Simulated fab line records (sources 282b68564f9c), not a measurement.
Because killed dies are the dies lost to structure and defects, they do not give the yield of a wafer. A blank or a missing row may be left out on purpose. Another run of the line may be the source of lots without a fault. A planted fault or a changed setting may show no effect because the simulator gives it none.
Struck lot and sound lot, side by side / flow rit cmos / 16 steps out of a route of 202
Sound: wafers L688.2, L688.3, L688.6. Struck: wafers L689.2, L689.3, L689.4. The cause comes at the end.
Per side, at each step with rows, come the tool, then ch with its chambers, and then its first start. Under that, the readings that differ: sound wafers / struck wafers / difference of the means / sigmas: that difference in standard deviations of wafers without a fault.
alike: words and numbers the same on both sides, and readings whose means are apart by under 2 such deviations; not compared: readings that were withheld, readings missing a value for some wafer, numbers with overlapping values and no deviation given by the record, and bounds like >300 which may hide the same value.
A row with sigmas, a row that says differs or no value, or rows on one side alone: a step with any of these is where the two part. When numbers do not overlap yet have no deviation, they are printed without sigmas and do not part them. A reading missing from all wafers of one side parts the sides only when that side holds two or more wafers.

first, 1 step without rows for these wafers: RIT_PSD_IMPLANT_08.
RIT_PSD_STRIP_09: strips in O2, time 180 s.
  sound on plasma asher-01 ch 0,1, day 5 10:54; struck on plasma asher-04 ch 0,1, day 5 14:33
  alike: drypump motor current A, rf refl power W
  not compared: rf hours counter h
RIT_PSD_TW_MEAS_10:
  sound: film metro-03 at day 5 11:05; struck: film metro-04 at day 5 14:44
  alike: PSD_TW
then, 3 steps without rows for these wafers: RIT_SDANNEAL_CLEAN_00 (cleans in SC1, time 600 s); RIT_SDANNEAL_CLEAN_01 (cleans in dHF, time 30 s); RIT_SDANNEAL_CLEAN_02 (cleans in SC2, time 600 s).
RIT_SDANNEAL_RTA_03: time 5 s.
  sound on rtp anneal-02 ch 0, day 5 11:32; struck on rtp anneal-01 ch 0, day 5 15:11
  alike: ramp down c per s, wafer_temp_C_max
RIT_SDANNEAL_RS_MEAS_04: the measuring method here is four-point-probe.
  sound: film metro-03 at day 5 11:37; struck: film metro-03 at day 5 15:18
  alike: PSD_RS
RIT_SDANNEAL_RS_MEAS_05: the measuring method here is four-point-probe.
  sound: film metro-03 at day 5 11:44; struck: film metro-03 at day 5 15:25
  alike: NSD_RS
RIT_SDANNEAL_RS_MEAS_06: the measuring method here is four-point-probe.
  sound: film metro-03 at day 5 11:51; struck: film metro-03 at day 5 15:32
  alike: PLDD_RS
RIT_SDANNEAL_RS_MEAS_07: the measuring method here is four-point-probe.
  sound: film metro-03 at day 5 11:58; struck: film metro-03 at day 5 15:40
  alike: NLDD_RS
then, 1 step without rows for these wafers: RIT_SILICIDE_WET_ETCH_00 (etches SiO2 in BOE, target depth 14 nm, time 15 s).
RIT_SILICIDE_SPUTTER_01: material Ti, target thk 30 nm, time 240 s.
  sound: pvd sputter-04 at day 5 12:05; struck: pvd sputter-02 at day 5 16:05
  alike: throttle valve pct
RIT_SILICIDE_RS_MEAS_02: the measuring method here is four-point-probe.
  sound: film metro-01 at day 5 12:16; struck: film metro-02 at day 5 16:33
reading=SILICIDE_TI_RS (ohm/sq); sound=48.3 47.8 48.0; struck=20.4 20.6 20.5; difference=-27.5; sigmas=-43
RIT_SILICIDE_THK_MEAS_03: measures by xrf.
  sound: film metro-01 at day 5 12:22; struck: film metro-02 at day 6 01:50
reading=SILICIDE_TI_THK (nm); sound=29.8 30.2 30.1; struck=60.2 59.6 59.8; difference=+29.8; sigmas=+88
RIT_M1_PROBE_99:
  sound wafers here have rows in the record (prober-01, day 5 19:28); struck ones have none

== WHERE THEY PART ==
First at RIT_SILICIDE_RS_MEAS_02; last, within this record, at RIT_M1_PROBE_99.

WHY: what the simulator had put in
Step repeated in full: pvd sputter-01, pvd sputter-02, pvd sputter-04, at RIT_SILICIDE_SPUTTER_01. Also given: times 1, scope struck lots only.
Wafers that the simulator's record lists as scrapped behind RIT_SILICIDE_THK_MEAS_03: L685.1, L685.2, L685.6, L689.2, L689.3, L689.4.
